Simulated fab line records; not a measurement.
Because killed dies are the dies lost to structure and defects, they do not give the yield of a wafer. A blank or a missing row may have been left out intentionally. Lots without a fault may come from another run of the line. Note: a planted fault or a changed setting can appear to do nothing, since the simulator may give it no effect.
Which tool did it? -- flow berkeley_cmos170 -- 42 wafers from 14 lots sampled at 5 of the route's 331 steps

WHAT THE GAUGES SHOWED, per wafer
UCB170_NWELL_TW_MEAS_16. Usual: NWELL_TW gives 1246 (standard deviation 13).
lot,measured,on,NWELL_TW,flag
L414,day 2 06:07,film_metro-03,1259 1257 1251,
L415,day 2 10:29,film_metro-02,1225 1225 1227,
L416,day 2 10:29,film_metro-01,1257 1255 1251,
L417,day 2 19:17,film_metro-01,1257 1257 1250,
L418,day 2 23:04,film_metro-01,1255 1249 1250,
L419,day 3 06:25,film_metro-02,1241 1235 1236,
L420,day 3 12:15,film_metro-02,1241 1239 1230,
L421,day 3 21:01,film_metro-03,1245 1252 1249,
L422,day 4 03:19,film_metro-01,1261 1251 1256,
L423,day 4 08:15,film_metro-02,1228 1230 1229,
L426,day 4 18:30,film_metro-01,514 515 514,OFF
L425,day 4 18:40,film_metro-03,518 517 513,OFF
L427,day 5 02:14,film_metro-02,504 505 502,OFF
L428,day 5 08:15,film_metro-01,514 516 516,OFF

UCB170_CONTACT_CD_MEAS_90 targets a cd of 700 nm. Usual: cd_nm 700.4 nm, standard deviation 1.7.
lot,measured,on,cd_nm (nm),flag
L414,day 6 19:20,cd_sem-02,701.6 701.5 700.4,
L415,day 6 21:12,cd_sem-01,700.5 702.2 699.9,
L416,day 6 19:31,cd_sem-01,698.3 698.8 699.2,
L417,day 7 13:19,cd_sem-01,701.3 701.2 699.8,
L418,day 7 11:02,cd_sem-01,702.2 701.3 700.0,
L419,day 8 01:04,cd_sem-02,702.3 700.9 700.4,
L420,day 8 01:18,cd_sem-01,699.1 699.7 699.6,
L421,day 8 12:43,cd_sem-01,699.1 700.1 700.5,
L422,day 9 03:19,cd_sem-02,699.4 698.5 700.5,
L423,day 9 03:02,cd_sem-01,703.5 701.1 702.6,

WHICH TOOL RAN EACH LOT (tool, then ch and the chambers of the sampled wafers, then the start)
lot,UCB170_NWELL_IMPLANT_14,UCB170_ACTIVE_STRIP_16,UCB170_CONTACT_STRIP_19
L414,"implanter-04 ch 0, day 2 05:53","plasma_asher-04 ch 0, day 4 04:10","plasma_asher-03 ch 0,1, day 6 19:13"
L415,"implanter-04 ch 0, day 2 10:15","plasma_asher-04 ch 0,1, day 4 04:26","plasma_asher-03 ch 0, day 6 21:05"
L416,"implanter-02 ch 0, day 2 10:15","plasma_asher-04 ch 1, day 4 04:17","plasma_asher-02 ch 0,1, day 6 19:23"
L417,"implanter-02 ch 0, day 2 19:03","plasma_asher-04 ch 0, day 4 18:49","plasma_asher-04 ch 0,1, day 7 13:11"
L418,"implanter-03 ch 0, day 2 22:49","plasma_asher-03 ch 0,1, day 4 19:14","plasma_asher-02 ch 0,1, day 7 10:56"
L419,"implanter-02 ch 0, day 3 06:10","plasma_asher-01 ch 0,1, day 5 05:55","plasma_asher-03 ch 0,1, day 8 00:58"
L420,"implanter-03 ch 0, day 3 12:00","plasma_asher-01 ch 0,1, day 5 10:01","plasma_asher-04 ch 0,1, day 8 01:12"
L421,"implanter-04 ch 0, day 3 20:46","plasma_asher-04 ch 0,1, day 5 16:04","plasma_asher-02 ch 0,1, day 8 12:37"
L422,"implanter-02 ch 0, day 4 03:04","plasma_asher-01 ch 1, day 5 21:53","plasma_asher-04 ch 1, day 9 03:13"
L423,"implanter-03 ch 0, day 4 08:00","plasma_asher-04 ch 0,1, day 6 04:33","plasma_asher-03 ch 0,1, day 9 02:56"
L426,"implanter-04 ch 0, day 4 18:15",-,-
L425,"implanter-02 ch 0, day 4 18:25",-,-
L427,"implanter-03 ch 0, day 5 01:59",-,-
L428,"implanter-02 ch 0, day 5 08:02",-,-
- UCB170_NWELL_IMPLANT_14
- UCB170_ACTIVE_STRIP_16: strips in O2.
- UCB170_CONTACT_STRIP_19: strips in O2.

AS READ BY THE TOOLS THEMSELVES (means over the sampled wafers that have a number; for cases with no such wafer, the mark the record gives instead)
UCB170_NWELL_IMPLANT_14. Usual: end_station_pressure_torr 5.02e-06 Torr, standard deviation 3e-07.
lot,tool,end_station_pressure_torr (Torr),flag
L414,implanter-04,4.96e-06,
L415,implanter-04,4.80e-06,
L416,implanter-02,5.01e-06,
L417,implanter-02,4.66e-06,
L418,implanter-03,4.68e-06,
L419,implanter-02,5.00e-06,
L420,implanter-03,4.98e-06,
L421,implanter-04,4.96e-06,
L422,implanter-02,5.00e-06,
L423,implanter-03,5.16e-06,
L426,implanter-04,4.87e-06,
L425,implanter-02,5.33e-06,
L427,implanter-03,4.69e-06,
L428,implanter-02,4.75e-06,

UCB170_ACTIVE_STRIP_16. Usual: drypump_motor_current_A 5.44 A, standard deviation 0.14; o2_flow_sccm 399.9 sccm, standard deviation 1.2; oes_product_au 0.721 a.u., standard deviation 0.0046; strip_time_to_endpoint_s 18.01 s, standard deviation 0.095.
lot,tool,drypump_motor_current_A (A),o2_flow_sccm (sccm),oes_product_au (a.u.),strip_time_to_endpoint_s (s),flag
L414,plasma_asher-04,5.35,399.6,0.718,18.08,
L415,plasma_asher-04,5.44,398.8,0.719,18.12,
L416,plasma_asher-04,5.46,400.6,0.719,18.07,
L417,plasma_asher-04,5.37,399.5,0.720,18.01,
L418,plasma_asher-03,5.61,398.3,0.720,17.87,
L419,plasma_asher-01,5.29,399.6,0.721,18.05,
L420,plasma_asher-01,5.30,399.2,0.725,17.90,
L421,plasma_asher-04,5.40,399.3,0.717,18.05,
L422,plasma_asher-01,5.20,400.7,0.725,18.04,
L423,plasma_asher-04,5.40,399.7,0.720,17.93,

UCB170_CONTACT_STRIP_19. Usual: drypump_motor_current_A 5.7 A, standard deviation 0.39; o2_flow_sccm 400.1 sccm, standard deviation 1.3; oes_product_au 0.725 a.u., standard deviation 0.0045.
lot,tool,drypump_motor_current_A (A),o2_flow_sccm (sccm),oes_product_au (a.u.),flag
L414,plasma_asher-03,5.6,400.3,0.728,
L415,plasma_asher-03,5.6,401.6,0.723,
L416,plasma_asher-02,6.0,399.6,0.723,
L417,plasma_asher-04,5.4,399.7,0.726,
L418,plasma_asher-02,6.3,400.3,0.724,
L419,plasma_asher-03,5.6,400.7,0.723,
L420,plasma_asher-04,5.5,401.0,0.723,
L421,plasma_asher-02,6.3,400.6,0.722,
L422,plasma_asher-04,5.5,400.9,0.723,
L423,plasma_asher-03,5.6,400.5,0.727,

THE ANSWER, worked out from the rows above alone
Rule: lot off if the mean of its wafers having a number is beyond 3 standard deviations from the usual mean. A lot without any number at a reading at which 4 lots or more have one is off too. All remaining lots with rows at the step are treated as sound. Order of review: gauges by route order, followed by the tools' own readings, for which a lot's mean as printed above is used. The first step at which some lot is off is used, and at that step the reading that is off furthest; a lot without a number counts as furthest.
Off: L426, L425, L427, L428, seen at UCB170_NWELL_TW_MEAS_16 (NWELL_TW).
If a tool, at a process step before that reading, ran all the lots that are off and no sound lot after the first of them, it fits. The gauges at UCB170_NWELL_TW_MEAS_16 are tried like those tools. None of those tried fits.

WHAT WAS PUT IN BY THE SIMULATOR
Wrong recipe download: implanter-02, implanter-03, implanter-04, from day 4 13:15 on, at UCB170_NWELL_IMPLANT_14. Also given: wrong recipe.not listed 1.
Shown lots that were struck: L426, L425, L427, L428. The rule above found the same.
